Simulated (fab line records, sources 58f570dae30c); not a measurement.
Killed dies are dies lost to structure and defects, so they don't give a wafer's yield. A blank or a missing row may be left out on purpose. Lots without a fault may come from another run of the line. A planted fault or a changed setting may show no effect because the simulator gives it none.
Chamber matching | flow berkeley_cmos170 | UCB170_PSD_CLEAN_11 on wet_bench-03: 3 sister chambers
The step cleans in SPM, time 600 s. 18 wafers are shown with their chamber, then 6 later ones without.

WAFERS WITH THEIR CHAMBER
wafer  | chamber | bath_guard_temp_C (C) | bath_heat_duty_pct (%)
L198.2 | 3       | 119.6                 | 12.2
L198.4 | 3       | 119.8                 | 12.7
L198.6 | 3       | 119.6                 | 13.2
L200.2 | 0       | 119.7                 | 14.3
L200.3 | 0       | 119.5                 | 14.4
L200.5 | 0       | 119.3                 | 14.3
L199.2 | 3       | 119.4                 | 12.1
L199.3 | 3       | 119.5                 | 12.5
L199.5 | 3       | 119.6                 | 13.8
L202.1 | 3       | 119.8                 | 12.3
L202.2 | 3       | 119.8                 | 12.8
L202.3 | 3       | 119.4                 | 13.9
L201.2 | 2       | 120.4                 | 14.2
L201.4 | 2       | 120.8                 | 13.8
L201.6 | 2       | 120.7                 | 14.7
L217.2 | 2       | 120.6                 | 14.1
L217.3 | 2       | 120.7                 | 13.5
L217.6 | 2       | 120.7                 | 14.3

SIGNATURES (means of the wafers above)
reading            | chamber 0 | chamber 2 | chamber 3 | scatter within a chamber
bath_guard_temp_C  | 119.500   | 120.650   | 119.611   | 0.16
bath_heat_duty_pct | 14.333    | 14.100    | 12.833    | 0.543
Rule: a wafer's distance from a chamber is the root of the sum, over the readings, of the square of ((its reading less the chamber's mean) divided by the reading's scatter). The wafer belongs to the nearest chamber; if the next one is less than 2 further off, it can't be placed. The scatter: the root of (the sum of the squares of (reading less its chamber's mean) over the shown wafers, divided by (wafers less chambers)).

WAFERS WITHOUT THEIR CHAMBER
wafer  | bath_guard_temp_C (C) | bath_heat_duty_pct (%)
L219.2 | 119.7                 | 13.3
L219.3 | 120.0                 | 13.6
L219.6 | 120.0                 | 12.5
L221.3 | 120.9                 | 13.5
L221.4 | 121.0                 | 13.3
L221.5 | 120.6                 | 13.1

WHICH CHAMBER EACH WENT THROUGH
wafer  | from the rows above          | in truth
L219.2 | can't be placed: 3 or 0      | 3
L219.3 | can't be placed: 3 or 0 or 2 | 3
L219.6 | 3                            | 3
L221.3 | 2                            | 2
L221.4 | 2                            | 2
L221.5 | 2                            | 2
Placed correctly: 4 of 6. Can't be placed from these rows: 2 (the true chamber is among the candidates in 2). Placed wrongly: 0.
